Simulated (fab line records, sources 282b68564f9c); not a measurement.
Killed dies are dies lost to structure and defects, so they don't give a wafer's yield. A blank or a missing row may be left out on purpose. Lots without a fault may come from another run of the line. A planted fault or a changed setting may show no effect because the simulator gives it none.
A struck lot beside a sound one | flow rit_cmos | 15 steps out of a route of 202
Sound: wafers L340.4, L340.5, L340.6. Struck: wafers L346.3, L346.5, L346.6. The cause comes at the end.
At each step with rows: each side's tool, then ch and its chambers, then its first start. Under that, the readings that differ: sound wafers | struck wafers | difference of the means | sigmas: that difference in standard deviations of wafers without a fault.
alike: readings whose means differ by less than 2 such deviations, and words and numbers that are the same on both sides. not compared: withheld readings, readings that some wafer has no value for, bounds like >300 that may hide the same value, and numbers for which the record gives no deviation and whose values overlap.
The two part at a step that has a row with sigmas, a row that says differs or no value, or rows on one side only. Numbers that don't overlap but have no deviation are shown without sigmas and don't part them. A reading that every wafer of one side lacks parts them only if that side has two wafers or more.

first, 2 steps without rows for these wafers: RIT_NRETRO_HARDBAKE_07 (time 120 s); RIT_NRETRO_IMPLANT_08.
RIT_NRETRO_STRIP_09: strips in O2, time 180 s.
  sound on plasma_asher-04 ch 0,1, day 4 06:43; struck on plasma_asher-02 ch 0,1, day 5 10:04
  alike: drypump_motor_current_A
  not compared: rf_hours_counter_h
RIT_NRETRO_TW_MEAS_10:
  sound on film_metro-02, day 4 06:52; struck on film_metro-02, day 5 10:13
  alike: NRETRO_TW
then, 6 steps without rows for these wafers: RIT_PRETRO_HMDS_00 (prime time 60 s); RIT_PRETRO_COAT_01 (resist thk 1300 nm); RIT_PRETRO_SOFTBAKE_02 (time 60 s); RIT_PRETRO_EXPOSE_03 (exposes mask M5, target cd 43700 nm); RIT_PRETRO_PEB_04; RIT_PRETRO_DEVELOP_05 (develop time 68 s).
RIT_PRETRO_OVL_MEAS_06:
  sound on overlay-01, day 4 07:56; struck on overlay-01, day 5 11:08
  reading         | sound          | struck      | difference | sigmas
  PRETRO_OVL (nm) | -2.8 -2.6 -0.3 | 2.0 1.1 3.1 | +4.0       | +3
then, 1 step without rows for these wafers: RIT_PRETRO_HARDBAKE_07 (time 120 s).
RIT_PRETRO_IMPLANT_08:
  sound on implanter-03 ch 0, day 4 08:17; struck on implanter-02 ch 0, day 5 11:29
  reading            | sound             | struck            | difference | sigmas
  tilt_deg (degrees) | 7.005 6.996 6.989 | 6.277 6.250 6.262 | -0.734     | -41
  alike: beam_on_s
RIT_PRETRO_STRIP_09: strips in O2, time 180 s.
  sound on plasma_asher-02 ch 0,1, day 4 08:25; struck on plasma_asher-04 ch 0,1, day 5 11:38
  alike: drypump_motor_current_A
  not compared: rf_hours_counter_h
RIT_M1_PROBE_99:
  sound on prober-02, day 5 16:38; struck on prober-02, day 6 14:19
  alike: killed_at_contacts, killed_at_front_end, killed_dies, killed_open, killed_short

WHERE THEY PART
First at RIT_PRETRO_OVL_MEAS_06; last, within this record, at RIT_PRETRO_IMPLANT_08. Later steps at which nothing parts them and some readings are alike: RIT_PRETRO_STRIP_09, RIT_M1_PROBE_99.

WHY: what the simulator had put in
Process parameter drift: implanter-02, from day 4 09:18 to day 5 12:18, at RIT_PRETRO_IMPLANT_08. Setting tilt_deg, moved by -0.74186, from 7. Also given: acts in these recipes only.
